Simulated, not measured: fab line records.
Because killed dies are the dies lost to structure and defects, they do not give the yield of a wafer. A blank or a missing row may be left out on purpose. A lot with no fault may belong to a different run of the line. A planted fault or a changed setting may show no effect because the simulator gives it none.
Commonality check across tools / flow rit_cmos / 48 wafers sampled across 14 lots

WHY THIS WAS OPENED
Of 14 lots, 2 have the reading PLDD_TW flagged at RIT_PLDD_TW_MEAS_10. Fault-free wafers read 2387, with a standard deviation of 13.
Rule: a lot gets a flag if all its wafers with a number sit over 4 standard deviations from that mean, or if no wafer of it has a number. As for the other lots, they are considered sound.

lot=L225; measured=day 2 22:11; on=film_metro-03; PLDD_TW, wafer by wafer=2382 2375 2383; flag=
lot=L232; measured=day 4 09:33; on=film_metro-03; PLDD_TW, wafer by wafer=2381 2371 2375; flag=
lot=L233; measured=day 4 17:35; on=film_metro-03; PLDD_TW, wafer by wafer=2377 2372 2380; flag=
lot=L234; measured=day 4 18:49; on=film_metro-02; PLDD_TW, wafer by wafer=2387 2381 2372; flag=
lot=L235; measured=day 5 02:11; on=film_metro-04; PLDD_TW, wafer by wafer=2402 2393 2406; flag=
lot=L236; measured=day 5 08:49; on=film_metro-02; PLDD_TW, wafer by wafer=2381 2390 2394; flag=
lot=L237; measured=day 5 14:32; on=film_metro-03; PLDD_TW, wafer by wafer=2370 2382 2380; flag=
lot=L238; measured=day 5 17:20; on=film_metro-03; PLDD_TW, wafer by wafer=2378 2381 2385; flag=
lot=L239; measured=day 5 17:56; on=film_metro-04; PLDD_TW, wafer by wafer=2402 2399 2409; flag=
lot=L243; measured=day 6 17:29; on=film_metro-04; PLDD_TW, wafer by wafer=2403 2403 2418; flag=
lot=L244; measured=day 6 19:11; on=film_metro-03; PLDD_TW, wafer by wafer=1923 1914 1909 1919 1906 1916; flag=FLAGGED
lot=L245; measured=day 7 05:03; on=film_metro-04; PLDD_TW, wafer by wafer=1921 1929 1921 1926 1918 1933; flag=FLAGGED
lot=L247; measured=day 7 14:56; on=film_metro-04; PLDD_TW, wafer by wafer=2395 2387 2401; flag=
lot=L248; measured=day 7 18:52; on=film_metro-02; PLDD_TW, wafer by wafer=2399 2383 2388; flag=
The numbers of the flagged lots are 1920 on average: -467 against the usual, or -36 standard deviations.

LOT BY LOT: THE TOOL USED
The record holds 1 process step before the reading, out of a route of 202 steps. Cell contents, in order: the tool; ch with the chambers the sampled wafers went through; the start.
lot=L225; flag=; RIT_PLDD_IMPLANT_08=implanter-01 ch 0, day 2 21:54
lot=L232; flag=; RIT_PLDD_IMPLANT_08=implanter-04 ch 0, day 4 09:13
lot=L233; flag=; RIT_PLDD_IMPLANT_08=implanter-02 ch 0, day 4 17:16
lot=L234; flag=; RIT_PLDD_IMPLANT_08=implanter-01 ch 0, day 4 18:31
lot=L235; flag=; RIT_PLDD_IMPLANT_08=implanter-02 ch 0, day 5 01:51
lot=L236; flag=; RIT_PLDD_IMPLANT_08=implanter-01 ch 0, day 5 08:30
lot=L237; flag=; RIT_PLDD_IMPLANT_08=implanter-02 ch 0, day 5 14:14
lot=L238; flag=; RIT_PLDD_IMPLANT_08=implanter-01 ch 0, day 5 17:01
lot=L239; flag=; RIT_PLDD_IMPLANT_08=implanter-02 ch 0, day 5 17:37
lot=L243; flag=; RIT_PLDD_IMPLANT_08=implanter-04 ch 0, day 6 17:10
lot=L244; flag=FLAGGED; RIT_PLDD_IMPLANT_08=implanter-02 ch 0, day 6 18:55
lot=L245; flag=FLAGGED; RIT_PLDD_IMPLANT_08=implanter-02 ch 0, day 7 04:44
lot=L247; flag=; RIT_PLDD_IMPLANT_08=implanter-01 ch 0, day 7 14:37
lot=L248; flag=; RIT_PLDD_IMPLANT_08=implanter-04 ch 0, day 7 18:33
These steps, and what they do:
- RIT_PLDD_IMPLANT_08
- RIT_PLDD_TW_MEAS_10

FLAGGED AGAINST TOTAL, ONE TOOL AT A TIME (gauges that did the reading follow at the end)
step=RIT_PLDD_IMPLANT_08; tool=implanter-01; lots run=5; flagged=0; share of the flagged lots=none; sound lots run after its first flagged lot=-
step=RIT_PLDD_IMPLANT_08; tool=implanter-02; lots run=6; flagged=2; share of the flagged lots=all; sound lots run after its first flagged lot=0
step=RIT_PLDD_IMPLANT_08; tool=implanter-04; lots run=3; flagged=0; share of the flagged lots=none; sound lots run after its first flagged lot=-
step=RIT_PLDD_TW_MEAS_10; tool=film_metro-02; lots run=3; flagged=0; share of the flagged lots=none; sound lots run after its first flagged lot=-
step=RIT_PLDD_TW_MEAS_10; tool=film_metro-03; lots run=6; flagged=1; share of the flagged lots=some; sound lots run after its first flagged lot=0
step=RIT_PLDD_TW_MEAS_10; tool=film_metro-04; lots run=5; flagged=1; share of the flagged lots=some; sound lots run after its first flagged lot=1 (L247)

THE TABLE: WHAT IT ALLOWS
1 row of the table ran every flagged lot: implanter-02 at RIT_PLDD_IMPLANT_08.
- implanter-02 at RIT_PLDD_IMPLANT_08 ran 6 lots, 2 of them flagged. Last sound lot L239 at day 5 17:37, first flagged lot L244 at day 6 18:55; a fault beginning in between fits. Its own readings (dose_ions_cm2, faraday_current_uA) fall more than 4 standard deviations out on all wafers of the flagged lots.
What remains is a single tool, implanter-02 at RIT_PLDD_IMPLANT_08.

WHAT HAD BEEN PUT IN BY THE SIMULATOR
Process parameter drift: implanter-02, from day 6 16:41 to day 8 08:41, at RIT_PLDD_IMPLANT_08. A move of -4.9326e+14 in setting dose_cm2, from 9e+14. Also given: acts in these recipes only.
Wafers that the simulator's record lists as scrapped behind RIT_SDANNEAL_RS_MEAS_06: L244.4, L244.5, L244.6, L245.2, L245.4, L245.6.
Shown lots that were struck: L244, L245. Same finding as the rule above.
